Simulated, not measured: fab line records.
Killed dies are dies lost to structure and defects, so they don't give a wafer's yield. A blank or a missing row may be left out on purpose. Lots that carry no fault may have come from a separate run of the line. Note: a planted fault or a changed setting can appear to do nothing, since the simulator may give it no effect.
Comparing a struck lot with a sound one + flow ritCmos + 16 out of 202 route steps
Sound: wafers L148.4, L148.5, L148.6. Struck: wafers L161.2, L161.4, L161.6. The cause is given at the end.
For every step that has rows: the tool of each side, followed by ch and its chambers, followed by its first start. Under that, the readings that differ: sound wafers + struck wafers + difference of the means + sigmas: that difference in standard deviations of wafers without a fault.
alike: readings with means less than 2 such deviations apart, plus words and numbers identical on both sides. not compared: withheld readings, readings lacking a value on some wafer, bounds such as >300 that could conceal the same value, and numbers that have no deviation in the record and whose values overlap.
The two part at a step that has a row with sigmas, a row that says differs or no value, or rows on one side only. Numbers that have no deviation but don't overlap get no sigmas and don't part them. A reading missing from all wafers of one side parts the sides only when that side holds two or more wafers.

RIT_ACTIVE_BOW_MEAS_00:
  sound on filmMetro-02, day 2 01:04; struck on filmMetro-03, day 4 18:01
  alike: INCOMING_BOW
then, 1 step without rows for these wafers: RIT_ACTIVE_OXIDATION_01 (target thk 46.8 nm, ox time 3360 s).
RIT_ACTIVE_THK_MEAS_02:
  sound on filmMetro-03, day 2 03:05; struck on filmMetro-03, day 4 20:04
  alike: ACTIVE_OXIDE_THK
then, 1 step without rows for these wafers: RIT_ACTIVE_CVD_03 (deposits Si3N4 from SiH2Cl2/NH3, target thk 150 nm, time 1500 s).
RIT_ACTIVE_THK_MEAS_04:
  sound on filmMetro-04, day 2 04:34; struck on filmMetro-04, day 4 23:37
  alike: ACTIVE_NITRIDE_THK
then, 3 steps without rows for these wafers: RIT_ACTIVE_HMDS_05 (prime time 60 s); RIT_ACTIVE_COAT_06 (resist thk 1000 nm); RIT_ACTIVE_SOFTBAKE_07 (time 60 s).
RIT_ACTIVE_EXPOSE_08: exposes mask M1, target cd 1400 nm.
  sound on ilineStepper-01 ch 0, day 2 05:13; struck on ilineStepper-01 ch 0, day 5 00:16
| reading           | sound                | struck               | difference | sigmas |
|-------------------|----------------------|----------------------|------------|--------|
| exposureDoseMJCm2 | 224.70 224.75 224.94 | 218.02 217.71 217.90 | -6.92      | -30    |
  alike: mask
then, 2 steps without rows for these wafers: RIT_ACTIVE_PEB_09; RIT_ACTIVE_DEVELOP_10 (develop time 50 s).
RIT_ACTIVE_CD_MEAS_11: target cd 1400 nm.
  sound on cdSem-02, day 2 05:37; struck on cdSem-01, day 5 00:40
| reading   | sound                | struck               | difference | sigmas |
|-----------|----------------------|----------------------|------------|--------|
| cdNm (nm) | 1397.1 1399.5 1397.1 | 1379.0 1355.1 1332.6 | -42.3      | -18    |
then, 1 step without rows for these wafers: RIT_ACTIVE_HARDBAKE_12 (time 60 s).
RIT_ACTIVE_ETCH_13: etches Si3N4 in SF6, stops on SiO2, time 210 s, target depth 210 nm.
  sound on rieDiel-03 ch 2,3, day 2 05:50; struck on rieDiel-02 ch 1,2,3, day 5 00:55
| reading                | sound          | struck         | difference | sigmas |
|------------------------|----------------|----------------|------------|--------|
| model.ACTIVE.cdNm (nm) | 1397 1400 1397 | 1379 1355 1333 | -42        |        |
  alike: drypumpMotorCurrentA, oesProductAu, throttleValvePct
  not compared: rfHoursCounterH
RIT_ACTIVE_STRIP_14: strips in O2, time 180 s.
  sound on plasmaAsher-01 ch 0,1, day 2 06:02; struck on plasmaAsher-02 ch 0, day 5 01:02
  alike: drypumpMotorCurrentA
  not compared: rfHoursCounterH
RIT_M1_PROBE_99:
  sound on prober-02, day 4 02:11; struck on prober-02, day 6 18:39
| reading                           | sound             | struck            | difference | sigmas |
|-----------------------------------|-------------------|-------------------|------------|--------|
| model.etest.nplusSal.widthNm (nm) | 3473 3477 3472    | 3432 3400 3365    | -75        |        |
| model.etest.pplusSal.widthNm (nm) | 3477 3473 3462    | 3406 3383 3359    | -88        |        |
| model.etest.pldd.widthNm (nm)     | 3191 3214 3184    | 3154 3123 3092    | -73        |        |
| model.etest.nldd.widthNm (nm)     | 3210 3207 3202    | 3138 3096 3093    | -97        |        |
| model.etest.nmosNarrow.driveUaUm  | 231.5 227.6 229.1 | 227.3 215.8 212.3 | -10.9      |        |
  alike: killedAtContacts, killedAtFrontEnd, killedDies, killedOpen, killedShort

WHERE THEY PART
Earliest at RIT_ACTIVE_EXPOSE_08; latest, in this record, at RIT_ACTIVE_CD_MEAS_11. Later steps at which nothing parts them and some readings are alike: RIT_ACTIVE_ETCH_13, RIT_ACTIVE_STRIP_14, RIT_M1_PROBE_99.

WHY: what had been put in by the simulator
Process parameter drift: ilineStepper-01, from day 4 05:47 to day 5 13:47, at RIT_ACTIVE_EXPOSE_08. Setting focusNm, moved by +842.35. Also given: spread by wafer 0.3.
